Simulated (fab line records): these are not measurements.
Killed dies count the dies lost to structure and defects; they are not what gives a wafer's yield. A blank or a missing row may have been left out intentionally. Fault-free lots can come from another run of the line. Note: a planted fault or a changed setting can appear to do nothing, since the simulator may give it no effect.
Split-lot trial -- flow rit_cmos -- 23 wafers read from 5 lots, route of 202 steps

## THE SPLIT ITSELF
At RIT_NSD_SOFTBAKE_02 (time 60 s), the setting temp_c was moved away from the recipe's 90 C on 10 of the 23 wafers read, by -3.5% to +4.0%. The other wafers ran this setting at the recipe's value.

## FROM THE SPLIT TO THE READING: what the file shows between them, 2 steps
- RIT_NSD_EXPOSE_03: exposes mask M9, target cd 40700 nm
- RIT_NSD_PEB_04

## THE READING
NOVOLAK_of_NSD_COAT_01.thk_nm (the simulator's own value, which no gauge read), in nm, at RIT_NSD_DEVELOP_05 (develop time 50 s). There is no usual value for it anywhere in the file. The 13 wafers here that ran the recipe average 1012 nm, standard deviation 3.5 nm.

wafer,"tool, chamber at the split","temp_c as run, C",against the recipe,"NOVOLAK_of_NSD_COAT_01.thk_nm, nm",against lot-mates on the recipe
L074.2,"litho_track-01, 0",90,recipe,1007,-
L074.3,"litho_track-01, 0",86.86,-3.5%,1014,+7
L074.4,"litho_track-01, 0",90,recipe,1009,-
L074.5,"litho_track-01, 0",86.86,-3.5%,1016,+9
L074.6,"litho_track-01, 0",90,recipe,1006,-
L077.1,"litho_track-03, 0",88.36,-1.8%,1018,+4
L077.6,"litho_track-03, 0",88.36,-1.8%,1018,+4
L077.2,"litho_track-03, 0",90,recipe,1015,-
L077.3,"litho_track-03, 0",90,recipe,1014,-
L077.4,"litho_track-03, 0",88.36,-1.8%,1017,+2
L078.2,"litho_track-01, 0",90,recipe,1011,-
L078.3,"litho_track-01, 0",90,recipe,1012,-
L078.4,"litho_track-01, 0",90,recipe,1012,-
L081.1,"litho_track-02, 0",90,recipe,1016,-
L081.4,"litho_track-02, 0",90,recipe,1016,-
L081.2,"litho_track-02, 0",90,recipe,1018,-
L081.5,"litho_track-02, 0",88.78,-1.4%,1021,+4
L081.6,"litho_track-02, 0",88.78,-1.4%,1024,+7
L083.1,"litho_track-01, 0",93.63,+4.0%,1008,-4
L083.2,"litho_track-01, 0",93.63,+4.0%,1005,-8
L083.3,"litho_track-01, 0",90,recipe,1014,-
L083.5,"litho_track-01, 0",93.63,+4.0%,1006,-6
L083.6,"litho_track-01, 0",90,recipe,1011,-

THE FIT
A straight line over all 23 wafers: NOVOLAK_of_NSD_COAT_01.thk_nm changes by -1.68 nm for each +1% of temp_c; r = -0.66; the points scatter about the line by 3.9 nm.
The same after taking each lot's own level away (the mean of its wafers on the recipe; 23 wafers): -1.84 nm for each +1%; r = -0.93; scatter 1.5 nm.
Per that fit: largest temp_c move, reading shift of 7.4 nm.
From 1007.3 to 1016.7 nm: that is the span of the lots' own levels, equal to 2.7 times the standard deviation above.
So the lot-to-lot level blurs the effect unless lot-mates are compared.
Check: for one of the wafers moved furthest among these (+4.0%), held out of the fit, the line's prediction against its lot-mates is -7.65 nm. Against them it came out at -4.5 nm.

## THESE WAFERS: OTHER SPLITS
These wafers also went through other splits before the reading. Each is held against what the fit with the lots' levels taken away leaves over:
other split on the same wafers,wafers away from the commonest value,r with NOVOLAK_of_NSD_COAT_01.thk_nm (lot level and that fit taken away)
RIT_ACTIVE_CVD_03 nh3_flow_sccm,10,-0.04
RIT_ACTIVE_ETCH_13 pressure_mtorr,18,-0.20
RIT_FOX2_OXIDATION_00 ox_time_s,15,+0.13
RIT_NWELL_IMPLANT_08 energy_kev,7,-0.03
RIT_NRETRO_COAT_01 resist_thk_nm,11,-0.17
RIT_NRETRO_SOFTBAKE_02 temp_c,8,-0.18
RIT_NLDD_COAT_01 spin_rpm,6,-0.11
RIT_PLDD_COAT_01 resist_thk_nm,7,+0.17
RIT_PLDD_IMPLANT_08 energy_kev,7,-0.32

## THE FILE'S OWN FIT
NOVOLAK_of_NSD_COAT_01.thk_nm changes by -1.95 nm for each +1% of temp_c, r = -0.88.
